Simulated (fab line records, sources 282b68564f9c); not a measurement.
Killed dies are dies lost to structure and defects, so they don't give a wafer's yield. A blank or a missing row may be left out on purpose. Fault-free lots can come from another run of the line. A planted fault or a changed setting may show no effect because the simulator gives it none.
fab line records | flow rit_cmos
[record] lots = 7 | wafers = 21 | last_day = 7
route steps=202 shown PSD@149 SDANNEAL@153 NSD@158 PLDD@159 NLDD@160 SILICIDE@161
lots that met no fault: from a run of the same line without faults
start_h: hours from the record's opening day to when the first of the lot's shown wafers began | wait_h: hours from the lot's prior step to this one | " unchanged from the row above | L1.1+2: one row covering several wafers at once | - no value, or no start was given | * or withheld: withheld | < > ~ a bound
route shown NAME@n: a module of which the file shows steps, and the number in the route of the first | usual: the fault-free wafers' mean and standard deviation | same: alike in all rows | chamber/n: place in a boat | sites: readings site by site | _std_site: standard deviation across them | _edge_site: mean of outer sites minus mean of inner sites | radius_mm: how far each site lies from the wafer's centre | mask NAME#n: copy n | behind: the last tool/chamber to shape the wafer | hold: what put the lot on hold/how long, in hours/how the hold closed | device: the transistor (n, p or np) that didn't switch | end of line: tests of these same wafers at the route's end | a step given without rows: its recipe and nothing more | killed: dies that structure and defects cost at the first sort, which is not the same as the wafer's yield | map: a wafer's dies, marking killed ones x, the rest . and places with no die _
set.NAME: the run value of the setting; set.NAME@STEP: its run value at that earlier step | model.NAME: the simulator's own value behind a step, which no gauge read
lots at some steps of the route; a table a step, a row a wafer
services: a tool's chamber out of use, with start hour (start_h, from the record's first day; less than 0 if before it), hours out, and reason
[[steps]]
[step RIT_PSD_HARDBAKE_07]
[recipe] resist = NOVOLAK | temp_c = 140 | time_s = 60
[step RIT_PSD_IMPLANT_08]
[recipe] species = BF2 | energy_kev = 27 | dose_cm2 = 5.117e+15 | tilt_deg = 7
[step RIT_PSD_STRIP_09]
[recipe] chemistry = O2 | time_s = 180 | resist = NOVOLAK | platen_temp_c = withheld | power_w = 500 | pressure_mtorr = 4000 | o2_flow_sccm = 4000
[usual] drypump_motor_current_A = 5.51/0.22
[same] time_s = 180
lot.wafer | tool            | chamber | start_h | wait_h | drypump_motor_current_A | rf_hours_counter_h
L772.2    | plasma_asher-02 | 1       | 110.18  | 0.1    | 5.39                    | 32
L772.4    | "               | 0       | "       | "      | 5.43                    | -
L772.6    | "               | 0       | "       | "      | 5.45                    | -
L773.2    | plasma_asher-03 | 0       | 112.25  | 0.1    | 6.07                    | 47
L773.4    | "               | 1       | "       | "      | 5.40                    | -
L773.6    | "               | 1       | "       | "      | 5.40                    | -
L774.1    | plasma_asher-02 | 1       | 115.41  | 0.1    | 5.40                    | 33
L774.2    | "               | 0       | "       | "      | 5.45                    | 33
L774.6    | "               | 1       | "       | "      | 5.38                    | -
L778.1    | plasma_asher-02 | 0       | 135.74  | 0.1    | 5.41                    | 36
L778.2    | "               | 1       | "       | "      | 5.38                    | 36
L778.4    | "               | 1       | "       | "      | 5.35                    | -
L781.3    | plasma_asher-03 | 1       | 148.64  | 0.1    | 5.40                    | -
L781.4    | "               | 0       | "       | "      | 6.08                    | -
L781.6    | "               | 0       | "       | "      | 6.06                    | -
L782.2    | plasma_asher-02 | 1       | 155.02  | 0.1    | 5.39                    | 38
L782.3    | "               | 0       | "       | "      | 5.43                    | -
L782.5    | "               | 0       | "       | "      | 5.43                    | -
L784.2    | plasma_asher-04 | 0       | 168.21  | 0.1    | 5.54                    | 55
L784.3    | "               | 0       | "       | "      | 5.54                    | -
L784.4    | "               | 1       | "       | "      | 5.41                    | -
[step RIT_PSD_TW_MEAS_10]
[usual] PSD_TW = 3456/45
lot.wafer | tool          | chamber | start_h | wait_h | PSD_TW
L772.2    | film_metro-01 | -       | 110.37  | 0.1    | 3422
L772.4    | "             | -       | "       | "      | 3434
L772.6    | "             | -       | "       | "      | 3447
L773.2    | film_metro-02 | -       | 112.43  | 0.1    | 3406
L773.4    | "             | -       | "       | "      | 3400
L773.6    | "             | -       | "       | "      | 3420
L774.1    | film_metro-02 | -       | 115.59  | 0.1    | 3413
L774.2    | "             | -       | "       | "      | 3419
L774.6    | "             | -       | "       | "      | 3391
L778.1    | film_metro-03 | -       | 135.91  | 0.1    | 3534
L778.2    | "             | -       | "       | "      | 3519
L778.4    | "             | -       | "       | "      | 3513
L781.3    | film_metro-03 | -       | 148.78  | 0.1    | 3506
L781.4    | "             | -       | "       | "      | 3506
L781.6    | "             | -       | "       | "      | 3500
L782.2    | film_metro-02 | -       | 155.20  | 0.1    | 3440
L782.3    | "             | -       | "       | "      | 3437
L782.5    | "             | -       | "       | "      | 3452
L784.2    | film_metro-02 | -       | 168.39  | 0.1    | 3414
L784.3    | "             | -       | "       | "      | 3416
L784.4    | "             | -       | "       | "      | 3396
[step RIT_SDANNEAL_CLEAN_00]
[recipe] chemistry = SC1 | mix = 3:3:50 | time_s = 600 | temp_c = 75
[step RIT_SDANNEAL_CLEAN_01]
[recipe] chemistry = dHF | dilution = 50:1 | time_s = 30
[step RIT_SDANNEAL_CLEAN_02]
[recipe] chemistry = SC2 | mix = 3:3:50 | time_s = 600 | temp_c = 75 | dry = n2_spin
[step RIT_SDANNEAL_RTA_03]
[recipe] temp_c = 1050 | time_s = 5 | idle_temp_c = 600 | ramp_up_c_per_s = 342 | ramp_down_c_per_s = 171 | cool_to_c = 600 | ambient = N2
[usual] wafer_temp_C_max = 1053.7/1.2
[same] time_s = 5
lot.wafer | tool          | chamber | start_h | wait_h | wafer_temp_C_max
L772.2    | rtp_anneal-01 | 0       | 110.79  | 0.0    | 1055.2
L772.4    | "             | 0       | "       | "      | 1054.6
L772.6    | "             | 0       | "       | "      | 1054.4
L773.2    | rtp_anneal-02 | 0       | 112.87  | 0.0    | 1051.5
L773.4    | "             | 0       | "       | "      | 1052.6
L773.6    | "             | 0       | "       | "      | 1051.8
L774.1    | rtp_anneal-01 | 0       | 116.02  | 0.0    | 1052.6
L774.2    | "             | 0       | "       | "      | 1054.0
L774.6    | "             | 0       | "       | "      | 1054.0
L778.1    | rtp_anneal-01 | 0       | 136.34  | 0.0    | 1054.6
L778.2    | "             | 0       | "       | "      | 1052.2
L778.4    | "             | 0       | "       | "      | 1051.6
L781.3    | rtp_anneal-02 | 0       | 149.22  | 0.0    | 1054.0
L781.4    | "             | 0       | "       | "      | 1054.6
L781.6    | "             | 0       | "       | "      | 1054.7
L782.2    | rtp_anneal-01 | 0       | 155.63  | 0.0    | 1053.0
L782.3    | "             | 0       | "       | "      | 1054.2
L782.5    | "             | 0       | "       | "      | 1052.8
L784.2    | rtp_anneal-01 | 0       | 168.82  | 0.0    | 1052.9
L784.3    | "             | 0       | "       | "      | 1054.6
L784.4    | "             | 0       | "       | "      | 1052.7
[step RIT_SDANNEAL_RS_MEAS_04]
[recipe] thk_meas_gauge = four-point-probe
[usual] PSD_RS = 115.55/0.27
lot.wafer | tool          | chamber | start_h | wait_h | PSD_RS[ohm/sq]
L772.2    | film_metro-02 | -       | 110.86  | 0.1    | 115.76
L772.4    | "             | -       | "       | "      | 115.36
L772.6    | "             | -       | "       | "      | 115.82
L773.2    | film_metro-01 | -       | 112.94  | 0.1    | 115.61
L773.4    | "             | -       | "       | "      | 115.56
L773.6    | "             | -       | "       | "      | 115.82
L774.1    | film_metro-03 | -       | 116.07  | 0.0    | 115.14
L774.2    | "             | -       | "       | "      | 115.09
L774.6    | "             | -       | "       | "      | 115.32
L778.1    | film_metro-03 | -       | 136.46  | 0.1    | 115.54
L778.2    | "             | -       | "       | "      | 115.63
L778.4    | "             | -       | "       | "      | 115.25
L781.3    | film_metro-02 | -       | 149.30  | 0.1    | 115.39
L781.4    | "             | -       | "       | "      | 115.41
L781.6    | "             | -       | "       | "      | 115.15
L782.2    | film_metro-01 | -       | 155.70  | 0.1    | 115.75
L782.3    | "             | -       | "       | "      | 115.89
L782.5    | "             | -       | "       | "      | 115.60
L784.2    | film_metro-01 | -       | 168.89  | 0.1    | 115.58
L784.3    | "             | -       | "       | "      | 115.59
L784.4    | "             | -       | "       | "      | 115.84
[step RIT_SDANNEAL_RS_MEAS_05]
[recipe] thk_meas_gauge = four-point-probe
[usual] NSD_RS = 86.0/0.32
lot.wafer | tool          | chamber | start_h | wait_h | NSD_RS[ohm/sq]
L772.2    | film_metro-02 | -       | 110.98  | 0.1    | 85.7
L772.4    | "             | -       | "       | "      | 85.8
L772.6    | "             | -       | "       | "      | 85.6
L773.2    | film_metro-01 | -       | 113.06  | 0.1    | 86.3
L773.4    | "             | -       | "       | "      | 86.5
L773.6    | "             | -       | "       | "      | 86.5
L774.1    | film_metro-03 | -       | 116.19  | 0.1    | 85.5
L774.2    | "             | -       | "       | "      | 85.8
L774.6    | "             | -       | "       | "      | 85.6
L778.1    | film_metro-03 | -       | 136.58  | 0.1    | 85.4
L778.2    | "             | -       | "       | "      | 85.4
L778.4    | "             | -       | "       | "      | 85.3
L781.3    | film_metro-02 | -       | 149.42  | 0.1    | 86.1
L781.4    | "             | -       | "       | "      | 86.3
L781.6    | "             | -       | "       | "      | 85.9
L782.2    | film_metro-01 | -       | 155.82  | 0.1    | 85.6
L782.3    | "             | -       | "       | "      | 85.8
L782.5    | "             | -       | "       | "      | 85.7
L784.2    | film_metro-01 | -       | 169.01  | 0.1    | 86.4
L784.3    | "             | -       | "       | "      | 86.5
L784.4    | "             | -       | "       | "      | 86.6
[step RIT_SDANNEAL_RS_MEAS_06]
[recipe] thk_meas_gauge = four-point-probe
[usual] PLDD_RS = 178.6/0.5
lot.wafer | tool          | chamber | start_h | wait_h | PLDD_RS[ohm/sq]
L772.2    | film_metro-02 | -       | 111.10  | 0.1    | 178.5
L772.4    | "             | -       | "       | "      | 179.1
L772.6    | "             | -       | "       | "      | 179.0
L773.2    | film_metro-01 | -       | 113.18  | 0.1    | 178.9
L773.4    | "             | -       | "       | "      | 178.1
L773.6    | "             | -       | "       | "      | 178.6
L774.1    | film_metro-03 | -       | 116.31  | 0.1    | 178.4
L774.2    | "             | -       | "       | "      | 178.5
L774.6    | "             | -       | "       | "      | 178.9
L778.1    | film_metro-03 | -       | 136.70  | 0.1    | 178.4
L778.2    | "             | -       | "       | "      | 178.0
L778.4    | "             | -       | "       | "      | 177.8
L781.3    | film_metro-02 | -       | 149.54  | 0.1    | 178.5
L781.4    | "             | -       | "       | "      | 178.7
L781.6    | "             | -       | "       | "      | 178.9
L782.2    | film_metro-01 | -       | 155.94  | 0.1    | 178.9
L782.3    | "             | -       | "       | "      | 178.0
L782.5    | "             | -       | "       | "      | 178.4
L784.2    | film_metro-01 | -       | 169.13  | 0.1    | 179.2
L784.3    | "             | -       | "       | "      | 179.0
L784.4    | "             | -       | "       | "      | 179.4
[step RIT_SDANNEAL_RS_MEAS_07]
[recipe] thk_meas_gauge = four-point-probe
[usual] NLDD_RS = 151.6/0.46
lot.wafer | tool          | chamber | start_h | wait_h | NLDD_RS[ohm/sq]
L772.2    | film_metro-02 | -       | 111.22  | 0.1    | 151.9
L772.4    | "             | -       | "       | "      | 151.6
L772.6    | "             | -       | "       | "      | 151.5
L773.2    | film_metro-01 | -       | 113.30  | 0.1    | 151.3
L773.4    | "             | -       | "       | "      | 151.4
L773.6    | "             | -       | "       | "      | 151.5
L774.1    | film_metro-03 | -       | 116.43  | 0.1    | 150.8
L774.2    | "             | -       | "       | "      | 151.4
L774.6    | "             | -       | "       | "      | 151.4
L778.1    | film_metro-03 | -       | 136.82  | 0.1    | 151.6
L778.2    | "             | -       | "       | "      | 151.3
L778.4    | "             | -       | "       | "      | 151.6
L781.3    | film_metro-02 | -       | 149.66  | 0.1    | 151.4
L781.4    | "             | -       | "       | "      | 151.8
L781.6    | "             | -       | "       | "      | 151.5
L782.2    | film_metro-01 | -       | 156.06  | 0.1    | 152.0
L782.3    | "             | -       | "       | "      | 152.0
L782.5    | "             | -       | "       | "      | 152.1
L784.2    | film_metro-01 | -       | 169.25  | 0.1    | 151.6
L784.3    | "             | -       | "       | "      | 151.4
L784.4    | "             | -       | "       | "      | 151.7
[step RIT_SILICIDE_WET_ETCH_00]
[recipe] chemistry = BOE | target = SiO2 | target_depth_nm = 14 | time_s = 15 | dry = n2_spin | dilution = 10:1 | temp_c = 21.5
[usual] bath_heat_duty_pct = 1.6/0.38 | temp_c = 21.51/0.099 | time_s = 15/0
lot.wafer | tool         | chamber | start_h | wait_h | bath_heat_duty_pct | temp_c | time_s | model.SiO2_of_FOX2_OXIDATION_00.thk_nm
L772.2    | wet_bench-02 | 3       | 111.32  | 0.1    | -                  | -      | -      | 168.6
L772.4    | "            | 3       | "       | "      | -                  | -      | -      | 166.2
L772.6    | "            | 3       | "       | "      | -                  | -      | -      | 171.3
L773.2    | wet_bench-02 | 0       | 113.40  | 0.1    | -                  | -      | -      | 173.3
L773.4    | "            | 0       | "       | "      | -                  | -      | -      | 180.1
L773.6    | "            | 0       | "       | "      | -                  | -      | -      | 174.1
L774.1    | wet_bench-01 | 1       | 116.55  | 0.1    | -                  | -      | -      | 161.6
L774.2    | "            | 1       | "       | "      | -                  | -      | -      | 169.6
L774.6    | "            | 1       | "       | "      | -                  | -      | -      | 170.3
L778.1    | wet_bench-02 | 3       | 136.94  | 0.1    | 1.8                | 21.48  | 15     | 147.4
L778.2    | "            | 3       | "       | "      | 1.5                | 21.49  | 15     | 142.2
L778.4    | "            | 3       | "       | "      | 1.2                | 21.55  | 15     | 147.3
L781.3    | wet_bench-04 | 1       | 149.74  | 0.1    | 1.6                | 21.63  | 15     | 139.2
L781.4    | "            | 1       | "       | "      | 1.8                | 21.53  | 15     | 150.7
L781.6    | "            | 1       | "       | "      | 1.6                | 21.49  | 15     | 151.7
L782.2    | wet_bench-02 | 3       | 156.16  | 0.1    | 1.3                | 21.52  | 15     | 141.2
L782.3    | "            | 3       | "       | "      | 1.6                | 21.58  | 15     | 140.9
L782.5    | "            | 3       | "       | "      | 1.4                | 21.68  | 15     | 144.7
L784.2    | wet_bench-04 | 0       | 169.35  | 0.1    | 0.9                | 21.44  | 15     | 145.2
L784.3    | "            | 0       | "       | "      | 1.9                | 21.51  | 15     | 144.2
L784.4    | "            | 0       | "       | "      | 1.1                | 21.47  | 15     | 154.7
[step RIT_SILICIDE_SPUTTER_01]
[recipe] material = Ti | target_thk_nm = 30 | power_w = 350 | chamber_pressure_pa = 0.667 | gas = Ar | time_s = 236.4 | substrate_temp_c = 25
[usual] throttle_valve_pct = 30.7/0.62
[same] time_s = 236.4
lot.wafer | tool           | chamber | start_h | wait_h | throttle_valve_pct
L772.2    | pvd_sputter-04 | -       | 111.33  | 0.0    | 30.7
L772.4    | "              | -       | "       | "      | 31.2
L772.6    | "              | -       | "       | "      | 30.0
L773.2    | pvd_sputter-01 | -       | 113.42  | 0.0    | 30.7
L773.4    | "              | -       | "       | "      | 29.7
L773.6    | "              | -       | "       | "      | 30.3
L774.1    | pvd_sputter-04 | -       | 116.57  | 0.0    | 31.5
L774.2    | "              | -       | "       | "      | 31.1
L774.6    | "              | -       | "       | "      | 31.1
L778.1    | pvd_sputter-03 | -       | 136.95  | 0.0    | 30.3
L778.2    | "              | -       | "       | "      | 31.4
L778.4    | "              | -       | "       | "      | 29.8
L781.3    | pvd_sputter-01 | -       | 149.75  | 0.0    | 31.5
L781.4    | "              | -       | "       | "      | 31.2
L781.6    | "              | -       | "       | "      | 30.3
L782.2    | pvd_sputter-04 | -       | 156.17  | 0.0    | 31.6
L782.3    | "              | -       | "       | "      | 31.2
L782.5    | "              | -       | "       | "      | 31.7
L784.2    | pvd_sputter-04 | -       | 169.36  | 0.0    | 31.5
L784.3    | "              | -       | "       | "      | 29.8
L784.4    | "              | -       | "       | "      | 30.8
[[services]]
tool            | chamber | start_h | hours | kind
pvd_sputter-03  | -       | 97.53   | 30.8  | repair
pvd_sputter-03  | -       | 103.34  | 1.7   | repair
pvd_sputter-04  | -       | 136.16  | 0.9   | repair
plasma_asher-04 | -       | 136.70  | 1.5   | repair
plasma_asher-03 | -       | 162.96  | 2.8   | pm
plasma_asher-02 | -       | 165.29  | 4.3   | pm
[[key]]
[first_sign] step = RIT_SILICIDE_WET_ETCH_00 | reading = tool_record | direction = missing
effect none on later readings
[model_effect] step = RIT_SILICIDE_WET_ETCH_00 | value = SiO2_of_FOX2_OXIDATION_00.thk_nm | without = 155.1 | struck = 170.6
met_at RIT_SILICIDE_WET_ETCH_00
struck_wafers L772.2,L772.4,L772.6,L773.2,L773.4,L773.6,L774.1,L774.2,L774.6
later_rows_left_out L772.2,L772.4,L772.6,L773.2,L773.4,L773.6,L774.1,L774.2,L774.6
sort_left_out L772.2,L772.4,L772.6,L773.2,L773.4,L773.6,L774.1,L774.2,L774.6
tester_left_out L772,L773,L774
[fault] kind = skipped_step_whole | tool = wet_bench-01,wet_bench-02 | chamber = - | onset_h = 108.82 | steps = RIT_SILICIDE_WET_ETCH_00 | scope = struck_lots_only
// tester_left_out: of these lots the tester's yield and bins aren't shown, on N5 and GAA mostly nor the transistor test; their killed dies are dies lost to structure and defects alone, not to doping, threshold or leakage, so they don't give the yield
// sort_left_out: the simulated sort isn't trusted on such a fault, so these wafers' sort isn't shown, and their yield isn't known
// later_rows_left_out: the simulator's readings of these wafers behind a module that went badly wrong aren't trusted and aren't shown, but for the sort
